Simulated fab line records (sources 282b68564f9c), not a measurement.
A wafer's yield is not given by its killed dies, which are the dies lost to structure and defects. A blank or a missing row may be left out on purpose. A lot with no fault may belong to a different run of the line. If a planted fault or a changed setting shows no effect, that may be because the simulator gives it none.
The tool behind it: which one? + flow rit_cmos + 14 lots, 42 wafers sampled, at 6 steps of a route of 202

## WHAT THE GAUGES SHOWED, per wafer
RIT_SDANNEAL_RS_MEAS_04: measures by four-point-probe. Usual: for PSD_RS the level is 115.9 ohm/sq and the standard deviation is 0.32.
| lot  | measured    | on            | PSD_RS (ohm/sq)                     | flag |
|------|-------------|---------------|-------------------------------------|------|
| L867 | day 3 07:43 | film_metro-03 | 115.5 115.5 115.5                   |      |
| L869 | day 3 17:04 | film_metro-02 | 116.3 116.1 116.2                   |      |
| L870 | day 3 23:18 | film_metro-02 | 116.4 116.7 116.5                   |      |
| L871 | day 4 03:52 | film_metro-02 | 116.2 116.0 116.5                   |      |
| L872 | day 4 08:40 | film_metro-01 | 115.5 115.6 115.5                   |      |
| L874 | day 4 21:50 | film_metro-01 | 114.7 114.7 114.9 114.8 114.5 114.5 | OFF  |
| L875 | day 5 01:47 | film_metro-02 | 116.2 116.4 116.1                   |      |
| L876 | day 5 05:07 | film_metro-02 | 115.0 114.8 114.7 114.5 114.8 114.5 | OFF  |
| L883 | day 6 14:09 | film_metro-01 | 115.4 115.8 115.5                   |      |
| L885 | day 7 01:31 | film_metro-01 | 116.1 115.8 115.7                   |      |
| L887 | day 7 07:17 | film_metro-01 | 115.5 115.6 115.5                   |      |
| L888 | day 7 14:34 | film_metro-03 | 115.9 115.8 115.6                   |      |
| L889 | day 7 18:35 | film_metro-01 | 115.9 116.0 116.2                   |      |
| L890 | day 8 01:41 | film_metro-01 | 116.3 115.8 116.3                   |      |

RIT_SDANNEAL_RS_MEAS_06: measures by four-point-probe. Usual: for PLDD_RS the level is 178.7 ohm/sq and the standard deviation is 0.52.
| lot  | measured    | on            | PLDD_RS (ohm/sq)                    | flag |
|------|-------------|---------------|-------------------------------------|------|
| L867 | day 3 07:57 | film_metro-03 | 178.7 179.2 179.0                   |      |
| L869 | day 3 17:19 | film_metro-02 | 179.3 178.7 178.7                   |      |
| L870 | day 3 23:32 | film_metro-02 | 179.2 179.4 179.5                   |      |
| L871 | day 4 04:06 | film_metro-02 | 179.4 179.4 179.4                   |      |
| L872 | day 4 08:54 | film_metro-01 | 178.6 178.1 178.6                   |      |
| L874 | day 5 03:43 | film_metro-01 | 177.0 176.6 176.9 177.3 176.9 177.5 | OFF  |
| L875 | day 5 02:01 | film_metro-02 | 179.0 179.1 179.4                   |      |
| L876 | day 5 09:58 | film_metro-02 | 177.5 177.2 177.3                   |      |
| L883 | day 6 14:23 | film_metro-01 | 178.0 177.8 178.0                   |      |
| L885 | day 7 01:45 | film_metro-01 | 179.0 179.0 178.3                   |      |
| L887 | day 7 07:31 | film_metro-01 | 178.7 178.6 179.1                   |      |
| L888 | day 7 14:49 | film_metro-03 | 178.7 178.9 179.8                   |      |
| L889 | day 7 18:50 | film_metro-01 | 178.7 178.9 179.1                   |      |
| L890 | day 8 01:55 | film_metro-01 | 178.9 178.3 179.1                   |      |

RIT_SILICIDE_RS_MEAS_02: measures by four-point-probe. Usual: for SILICIDE_TI_RS the level is 47.9 ohm/sq and the standard deviation is 0.65.
| lot  | measured    | on            | SILICIDE_TI_RS (ohm/sq) | flag |
|------|-------------|---------------|-------------------------|------|
| L867 | day 3 08:21 | film_metro-04 | 47.9 48.3 48.0          |      |
| L869 | day 3 17:43 | film_metro-04 | 46.7 47.4 47.1          |      |
| L870 | day 3 23:56 | film_metro-04 | 47.4 48.0 46.9          |      |
| L871 | day 4 04:30 | film_metro-03 | 48.1 48.0 47.8          |      |
| L872 | day 4 09:19 | film_metro-04 | 48.4 47.4 47.8          |      |
| L874 | day 5 04:25 | film_metro-03 | 47.0 48.1 47.7          |      |
| L875 | day 5 02:25 | film_metro-04 | 48.2 48.5 48.9          |      |
| L876 | day 5 10:22 | film_metro-04 | 48.7 48.7 48.0          |      |
| L883 | day 6 14:48 | film_metro-03 | 47.6 46.9 47.5          |      |
| L885 | day 7 02:10 | film_metro-04 | 47.8 47.3 47.5          |      |
| L887 | day 7 07:55 | film_metro-04 | 48.7 48.2 48.4          |      |
| L888 | day 7 15:13 | film_metro-01 | 48.9 48.8 48.9          |      |
| L889 | day 7 19:14 | film_metro-03 | 47.9 47.3 47.9          |      |
| L890 | day 8 02:19 | film_metro-04 | 48.0 47.2 47.9          |      |

RIT_CONTACT_OVL_MEAS_09. Usual: for CONTACT_OVL the level is 0.6 nm and the standard deviation is 1.2.
| lot  | measured    | on         | CONTACT_OVL (nm) | flag |
|------|-------------|------------|------------------|------|
| L867 | day 3 09:59 | overlay-01 | 2.8 1.0 0.4      |      |
| L869 | day 3 19:22 | overlay-01 | 1.7 3.2 1.9      |      |
| L870 | day 4 01:29 | overlay-01 | 1.2 -0.6 0.2     |      |
| L871 | day 4 06:03 | overlay-01 | 0.2 -0.5 -1.8    |      |
| L872 | day 4 10:59 | overlay-01 | 1.4 2.9 1.3      |      |
| L874 | day 5 06:13 | overlay-01 | 1.4 1.9 1.2      |      |
| L875 | day 5 04:08 | overlay-01 | 0.4 -0.4 -0.1    |      |
| L876 | day 5 12:26 | overlay-02 | 0.4 2.2 1.6      |      |
| L883 | day 6 16:43 | overlay-01 | -1.0 -2.5 0.6    |      |
| L885 | day 7 03:41 | overlay-01 | 0.0 1.3 -0.1     |      |
| L887 | day 7 09:29 | overlay-01 | 3.5 2.9 2.7      |      |
| L888 | day 7 16:45 | overlay-01 | 0.7 -0.4 -1.3    |      |
| L889 | day 7 20:47 | overlay-01 | 0.0 0.9 0.1      |      |
| L890 | day 8 03:59 | overlay-02 | 2.5 0.6 1.2      |      |

## EACH LOT AND THE TOOL THAT RAN IT (in order: tool; ch and the chambers of the sampled wafers; start)
| lot  | RIT_NWELL_STRIP_09                  | RIT_SDANNEAL_RTA_03             |
|------|-------------------------------------|---------------------------------|
| L867 | plasma_asher-04 ch 0,1, day 1 22:34 | rtp_anneal-01 ch 0, day 3 07:37 |
| L869 | plasma_asher-04 ch 0,1, day 2 08:27 | rtp_anneal-01 ch 0, day 3 16:59 |
| L870 | plasma_asher-04 ch 0, day 2 13:23   | rtp_anneal-02 ch 0, day 3 23:14 |
| L871 | plasma_asher-04 ch 0,1, day 2 18:34 | rtp_anneal-01 ch 0, day 4 03:48 |
| L872 | plasma_asher-04 ch 0,1, day 2 23:53 | rtp_anneal-02 ch 0, day 4 08:36 |
| L874 | plasma_asher-02 ch 0,1, day 3 14:32 | rtp_anneal-02 ch 0, day 4 21:46 |
| L875 | plasma_asher-01 ch 1, day 3 17:42   | rtp_anneal-01 ch 0, day 5 01:43 |
| L876 | plasma_asher-01 ch 0,1, day 3 19:58 | rtp_anneal-02 ch 0, day 5 05:04 |
| L883 | plasma_asher-02 ch 0,1, day 5 07:32 | rtp_anneal-01 ch 0, day 6 14:05 |
| L885 | plasma_asher-04 ch 0,1, day 5 17:23 | rtp_anneal-01 ch 0, day 7 01:26 |
| L887 | plasma_asher-01 ch 0,1, day 6 01:31 | rtp_anneal-01 ch 0, day 7 07:13 |
| L888 | plasma_asher-02 ch 0,1, day 6 07:49 | rtp_anneal-02 ch 0, day 7 14:31 |
| L889 | plasma_asher-01 ch 0,1, day 6 13:00 | rtp_anneal-01 ch 0, day 7 18:32 |
| L890 | plasma_asher-02 ch 0,1, day 6 17:02 | rtp_anneal-02 ch 0, day 8 01:37 |
- RIT_NWELL_STRIP_09: strips in O2, time 180 s.
- RIT_SDANNEAL_RTA_03: time 5 s.

## WHAT THE TOOLS THEMSELVES READ (means of the sampled wafers that have a number; where no wafer has one, the mark that the record gives instead)
RIT_NWELL_STRIP_09. Usual: 5.3 A for drypump_motor_current_A, sd 0.63.
| lot  | tool            | drypump_motor_current_A (A) | flag |
|------|-----------------|-----------------------------|------|
| L867 | plasma_asher-04 | 5.1                         |      |
| L869 | plasma_asher-04 | 5.1                         |      |
| L870 | plasma_asher-04 | 4.8                         |      |
| L871 | plasma_asher-04 | 5.1                         |      |
| L872 | plasma_asher-04 | 5.1                         |      |
| L874 | plasma_asher-02 | 5.5                         |      |
| L875 | plasma_asher-01 | 4.7                         |      |
| L876 | plasma_asher-01 | 5.1                         |      |
| L883 | plasma_asher-02 | 5.4                         |      |
| L885 | plasma_asher-04 | 5.1                         |      |
| L887 | plasma_asher-01 | 4.9                         |      |
| L888 | plasma_asher-02 | 6.0                         |      |
| L889 | plasma_asher-01 | 5.1                         |      |
| L890 | plasma_asher-02 | 6.0                         |      |

RIT_SDANNEAL_RTA_03. Usual: 1053.7 for wafer_temp_C_max, sd 1.2.
| lot  | tool          | wafer_temp_C_max | flag |
|------|---------------|------------------|------|
| L867 | rtp_anneal-01 | 1053.8           |      |
| L869 | rtp_anneal-01 | 1053.7           |      |
| L870 | rtp_anneal-02 | 1053.6           |      |
| L871 | rtp_anneal-01 | 1052.9           |      |
| L872 | rtp_anneal-02 | 1053.9           |      |
| L874 | rtp_anneal-02 | 1053.4           |      |
| L875 | rtp_anneal-01 | 1053.1           |      |
| L876 | rtp_anneal-02 | 1053.5           |      |
| L883 | rtp_anneal-01 | 1052.7           |      |
| L885 | rtp_anneal-01 | 1054.3           |      |
| L887 | rtp_anneal-01 | 1053.3           |      |
| L888 | rtp_anneal-02 | 1053.6           |      |
| L889 | rtp_anneal-01 | 1054.2           |      |
| L890 | rtp_anneal-02 | 1053.7           |      |

## THE ANSWER, worked out from the rows above alone
Rule: take the mean of a lot's wafers that have a number; if it is more than 3 standard deviations from the usual mean, the lot is off. Also off: a lot with no number at a reading for which 4 or more lots have one. All remaining lots with rows at the step are treated as sound. First the gauges in route order, then the tools' own readings, where a lot's mean is used as printed above. At the first step where some lot is off, the reading lying furthest off is the one used; lots without a number count as furthest.
Off: L874, L876, at RIT_SDANNEAL_RS_MEAS_04 (PSD_RS).
If a tool, at a process step before that reading, ran all the lots that are off and no sound lot after the first of them, it fits. Gauges at RIT_SDANNEAL_RS_MEAS_04: tried the same way as those tools. No candidate that was tried fits.

## WHAT THE SIMULATOR PUT IN
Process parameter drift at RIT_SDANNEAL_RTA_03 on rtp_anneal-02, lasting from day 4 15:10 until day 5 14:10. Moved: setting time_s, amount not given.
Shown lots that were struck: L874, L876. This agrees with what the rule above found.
